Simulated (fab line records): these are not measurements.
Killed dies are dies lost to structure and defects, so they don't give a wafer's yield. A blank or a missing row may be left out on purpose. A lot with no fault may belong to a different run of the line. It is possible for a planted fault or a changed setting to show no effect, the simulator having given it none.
Which tool did it? | flow ritCmos | 13 lots with 39 wafers sampled at 2 steps, on a route of 202 steps

## WHAT EACH GAUGE READ, for each wafer
RIT_NRETRO_TW_MEAS_10.
lot  | measured    | on           | NRETRO_TW
L263 | day 2 08:25 | filmMetro-02 | 1028 1024 1024
L264 | day 2 13:23 | filmMetro-04 | 1046 1046 1053
L266 | day 3 01:58 | filmMetro-04 | 1057 1053 1049
L268 | day 3 09:46 | filmMetro-03 | 1023 1024 1021
L271 | day 4 00:44 | filmMetro-04 | 1044 1047 1052
L272 | day 4 06:50 | filmMetro-02 | 30 30 30 30 30 30
L273 | day 4 14:34 | filmMetro-02 | 1022 1030 1019
L280 | day 5 21:11 | filmMetro-04 | 1049 1042 1045
L282 | day 6 06:20 | filmMetro-02 | 1033 1033 1029
L283 | day 6 11:57 | filmMetro-02 | 1035 1033 1037
L284 | day 6 16:33 | filmMetro-03 | 1029 1027 1026
L285 | day 6 19:58 | filmMetro-03 | 1033 1032 1030
L286 | day 7 02:39 | filmMetro-04 | 1046 1050 1047

## WHAT TOOL EACH LOT RAN ON (gives the tool, then ch and the chambers of the sampled wafers, and finally the start)
lot  | RIT_NWELL_STRIP_09
L263 | plasmaAsher-02 ch 0,1, day 1 23:19
L264 | plasmaAsher-01 ch 1, day 2 02:34
L266 | plasmaAsher-01 ch 0,1, day 2 15:25
L268 | plasmaAsher-01 ch 0,1, day 3 00:43
L271 | plasmaAsher-02 ch 0,1, day 3 15:49
L272 | plasmaAsher-01 ch 0,1, day 3 20:19
L273 | plasmaAsher-02 ch 0,1, day 4 05:31
L280 | plasmaAsher-02 ch 0,1, day 5 11:54
L282 | plasmaAsher-01 ch 0,1, day 5 21:19
L283 | plasmaAsher-01 ch 0,1, day 6 03:04
L284 | plasmaAsher-01 ch 0,1, day 6 07:25
L285 | plasmaAsher-02 ch 0,1, day 6 11:14
L286 | plasmaAsher-01 ch 0,1, day 6 18:02
- RIT_NWELL_STRIP_09: strips in O2, time 180 s.

## WHAT THE TOOLS THEMSELVES READ (means of the sampled wafers that have a number; where no wafer has one, the mark that the record gives instead)
RIT_NWELL_STRIP_09.
lot  | tool           | drypumpMotorCurrentA (A) | runLengthS (s)
L263 | plasmaAsher-02 | 5.7                      | 208.00
L264 | plasmaAsher-01 | 6.0                      | 208.19
L266 | plasmaAsher-01 | 5.1                      | 208.19
L268 | plasmaAsher-01 | 5.1                      | 208.33
L271 | plasmaAsher-02 | 5.3                      | 208.09
L272 | plasmaAsher-01 | 5.6                      | 72.37
L273 | plasmaAsher-02 | 5.3                      | 208.03
L280 | plasmaAsher-02 | 5.7                      | 208.06
L282 | plasmaAsher-01 | 5.1                      | 208.41
L283 | plasmaAsher-01 | 5.5                      | 208.35
L284 | plasmaAsher-01 | 5.1                      | 208.28
L285 | plasmaAsher-02 | 5.3                      | 207.77
L286 | plasmaAsher-01 | 5.5                      | 208.49

## THE ANSWER, worked out from the rows above alone
Rule: usual is defined by the lots themselves. The widest of any qualifying gaps counts: lots, ordered by their means at a reading, are off when they make up no more than a third of the lots, leave a main group of 4 or more, and stand apart from it by 3 or more times the standard deviation of that group's means. The tables above print the reading to a certain number of digits; a main group whose means all agree to those digits is not used. A lot without any number at a reading at which 4 lots or more have one is off too. Any other lot the step has rows for is counted as sound. First the gauges in route order, then the tools' own readings, where a lot's mean is used as printed above. At the first step where some lot is off, the reading lying furthest off is the one used; lots without a number count as furthest.
Off: at RIT_NRETRO_TW_MEAS_10 (NRETRO_TW), L272. The main group: mean 1037, standard deviation 11.
A tool fits if, at a process step before that reading, it ran every lot that is off, and no sound lot after the first of them. Not tried: the gauges at RIT_NRETRO_TW_MEAS_10; whatever is off there is also off at RIT_NWELL_STRIP_09, on other tools, and gauge error can't account for it. Not one of the candidates tried fits.

## WHAT HAD BEEN PUT IN BY THE SIMULATOR
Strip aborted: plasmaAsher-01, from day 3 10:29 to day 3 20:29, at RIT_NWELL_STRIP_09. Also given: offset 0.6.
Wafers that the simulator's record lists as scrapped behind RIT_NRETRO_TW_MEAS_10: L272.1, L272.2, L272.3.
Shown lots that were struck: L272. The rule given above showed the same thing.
